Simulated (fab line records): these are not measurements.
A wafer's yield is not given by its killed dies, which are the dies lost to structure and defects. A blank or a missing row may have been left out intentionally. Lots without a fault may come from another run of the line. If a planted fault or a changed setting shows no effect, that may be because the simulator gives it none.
Lot-split experiment || flow berkeleyCmos170 || 5 lots, 23 wafers read, on a route of 331 steps

ABOUT THE SPLIT
At UCB170_ACTIVE_EXPOSE_10 (exposes mask ACTIVE, target cd 1200 nm), the setting doseMj was moved away from the recipe's 20 on 6 of the 23 wafers read, by -2.9% to +5.4%. This setting was run at the recipe's value on the other wafers.

FROM THE SPLIT TO THE READING: what the file shows between them, 5 steps
- UCB170_ACTIVE_PEB_11
- UCB170_ACTIVE_DEVELOP_12: develop time 45 s
- UCB170_ACTIVE_CD_MEAS_13: target cd 1200 nm
- UCB170_ACTIVE_ETCH_15: etches Si3N4 in CH3F/Ar/O2, stops on SiO2, target depth 242 nm, time 151 s
- UCB170_ACTIVE_STRIP_16: strips in O2

THE READING
cdNm at UCB170_ACTIVE_CD_MEAS_90, given in nm (cd target 1200 nm). A value of 1199.8 nm with a standard deviation of 1.2 nm is what fault-free wafers of this fab line usually give.

{"wafer": "L077.1", "tool, chamber at the split": "krfScanner-02, 0", "doseMj as run": 20, "against the recipe": "recipe", "cdNm, nm": 1199.2, "against lot-mates on the recipe": "-"}
{"wafer": "L077.4", "tool, chamber at the split": "krfScanner-02, 0", "doseMj as run": 20, "against the recipe": "recipe", "cdNm, nm": 1198.9, "against lot-mates on the recipe": "-"}
{"wafer": "L077.5", "tool, chamber at the split": "krfScanner-02, 0", "doseMj as run": 20, "against the recipe": "recipe", "cdNm, nm": 1198.5, "against lot-mates on the recipe": "-"}
{"wafer": "L079.2", "tool, chamber at the split": "krfScanner-02, 0", "doseMj as run": 20, "against the recipe": "recipe", "cdNm, nm": 1197.9, "against lot-mates on the recipe": "-"}
{"wafer": "L079.3", "tool, chamber at the split": "krfScanner-02, 0", "doseMj as run": 20, "against the recipe": "recipe", "cdNm, nm": 1199.8, "against lot-mates on the recipe": "-"}
{"wafer": "L079.4", "tool, chamber at the split": "krfScanner-02, 0", "doseMj as run": 20, "against the recipe": "recipe", "cdNm, nm": 1198.5, "against lot-mates on the recipe": "-"}
{"wafer": "L079.5", "tool, chamber at the split": "krfScanner-02, 0", "doseMj as run": 20, "against the recipe": "recipe", "cdNm, nm": 1199.2, "against lot-mates on the recipe": "-"}
{"wafer": "L079.6", "tool, chamber at the split": "krfScanner-02, 0", "doseMj as run": 20, "against the recipe": "recipe", "cdNm, nm": 1199.5, "against lot-mates on the recipe": "-"}
{"wafer": "L081.1", "tool, chamber at the split": "krfScanner-01, 0", "doseMj as run": 19.42, "against the recipe": "-2.9%", "cdNm, nm": 1205.9, "against lot-mates on the recipe": "+7.1"}
{"wafer": "L081.2", "tool, chamber at the split": "krfScanner-01, 0", "doseMj as run": 20, "against the recipe": "recipe", "cdNm, nm": 1198.6, "against lot-mates on the recipe": "-"}
{"wafer": "L081.4", "tool, chamber at the split": "krfScanner-01, 0", "doseMj as run": 20, "against the recipe": "recipe", "cdNm, nm": 1199.0, "against lot-mates on the recipe": "-"}
{"wafer": "L081.5", "tool, chamber at the split": "krfScanner-01, 0", "doseMj as run": 19.42, "against the recipe": "-2.9%", "cdNm, nm": 1204.7, "against lot-mates on the recipe": "+5.9"}
{"wafer": "L081.6", "tool, chamber at the split": "krfScanner-01, 0", "doseMj as run": 19.42, "against the recipe": "-2.9%", "cdNm, nm": 1204.6, "against lot-mates on the recipe": "+5.8"}
{"wafer": "L084.1", "tool, chamber at the split": "krfScanner-02, 0", "doseMj as run": 20, "against the recipe": "recipe", "cdNm, nm": 1200.4, "against lot-mates on the recipe": "-"}
{"wafer": "L084.2", "tool, chamber at the split": "krfScanner-02, 0", "doseMj as run": 20, "against the recipe": "recipe", "cdNm, nm": 1200.1, "against lot-mates on the recipe": "-"}
{"wafer": "L084.3", "tool, chamber at the split": "krfScanner-02, 0", "doseMj as run": 20, "against the recipe": "recipe", "cdNm, nm": 1201.1, "against lot-mates on the recipe": "-"}
{"wafer": "L084.5", "tool, chamber at the split": "krfScanner-02, 0", "doseMj as run": 20, "against the recipe": "recipe", "cdNm, nm": 1200.3, "against lot-mates on the recipe": "-"}
{"wafer": "L084.6", "tool, chamber at the split": "krfScanner-02, 0", "doseMj as run": 20, "against the recipe": "recipe", "cdNm, nm": 1200.1, "against lot-mates on the recipe": "-"}
{"wafer": "L085.1", "tool, chamber at the split": "krfScanner-01, 0", "doseMj as run": 21.08, "against the recipe": "+5.4%", "cdNm, nm": 1191.2, "against lot-mates on the recipe": -9.5}
{"wafer": "L085.3", "tool, chamber at the split": "krfScanner-01, 0", "doseMj as run": 20, "against the recipe": "recipe", "cdNm, nm": 1201.0, "against lot-mates on the recipe": "-"}
{"wafer": "L085.4", "tool, chamber at the split": "krfScanner-01, 0", "doseMj as run": 21.08, "against the recipe": "+5.4%", "cdNm, nm": 1192.1, "against lot-mates on the recipe": -8.7}
{"wafer": "L085.5", "tool, chamber at the split": "krfScanner-01, 0", "doseMj as run": 20, "against the recipe": "recipe", "cdNm, nm": 1200.5, "against lot-mates on the recipe": "-"}
{"wafer": "L085.6", "tool, chamber at the split": "krfScanner-01, 0", "doseMj as run": 21.08, "against the recipe": "+5.4%", "cdNm, nm": 1191.8, "against lot-mates on the recipe": -9.0}

FIT RESULTS
A straight line over all 23 wafers: cdNm changes by -1.57 nm for each +1% of doseMj; r = -0.97; the points scatter about the line by 0.94 nm.
The same after taking each lot's own level away (the mean of its wafers on the recipe; 23 wafers): -1.8 nm for each +1%; r = -0.99; scatter 0.63 nm.
Per that fit: largest doseMj move, reading shift of 9.7 nm.
Across the lots, their own levels run from 1198.80 to 1200.75 nm, a range of 1.6 times the standard deviation given above.
Thus the slope moves with the lot-to-lot level: the two fits are different.
Check: with one of the wafers moved furthest among these (+5.4%) left out of the fit, the line predicts -9.47 nm for it against its lot-mates. Against them it came out at -9.55 nm.

ADDITIONAL SPLITS CARRIED BY THESE WAFERS
These wafers also went through other splits before the reading. Each is held against what the fit with the lots' levels taken away leaves over:
{"other split on the same wafers": "UCB170_START_OXIDATION_02 oxTimeS", "wafers away from the commonest value": 10, "r with cdNm (lot level and that fit taken away)": -0.21}
{"other split on the same wafers": "UCB170_PWELL_ETCH_14 rfW", "wafers away from the commonest value": 8, "r with cdNm (lot level and that fit taken away)": -0.07}

THE WHOLE CHAIN: every reading that the file lists as answering this split, in the file's order
{"step": "UCB170_ACTIVE_CD_MEAS_13", "what it does": "target cd 1200 nm", "reading": "cdNm", "change (the file's fit)": "-1.83 nm for each +1% of the setting", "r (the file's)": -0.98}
{"step": "UCB170_ACTIVE_ETCH_15", "what it does": "etches Si3N4 in CH3F/Ar/O2, stops on SiO2, target depth 242 nm, time 151 s", "reading": "ACTIVE.cdNm (the simulator's own value, which no gauge read)", "change (the file's fit)": "-1.84 nm for each +1% of the setting", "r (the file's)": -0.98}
{"step": "UCB170_ACTIVE_CD_MEAS_90", "what it does": "target cd 1200 nm", "reading": "cdNm", "change (the file's fit)": "-1.79 nm for each +1% of the setting", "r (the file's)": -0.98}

FILE'S OWN FIT
cdNm changes by -1.79 nm for each +1% of doseMj, r = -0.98.
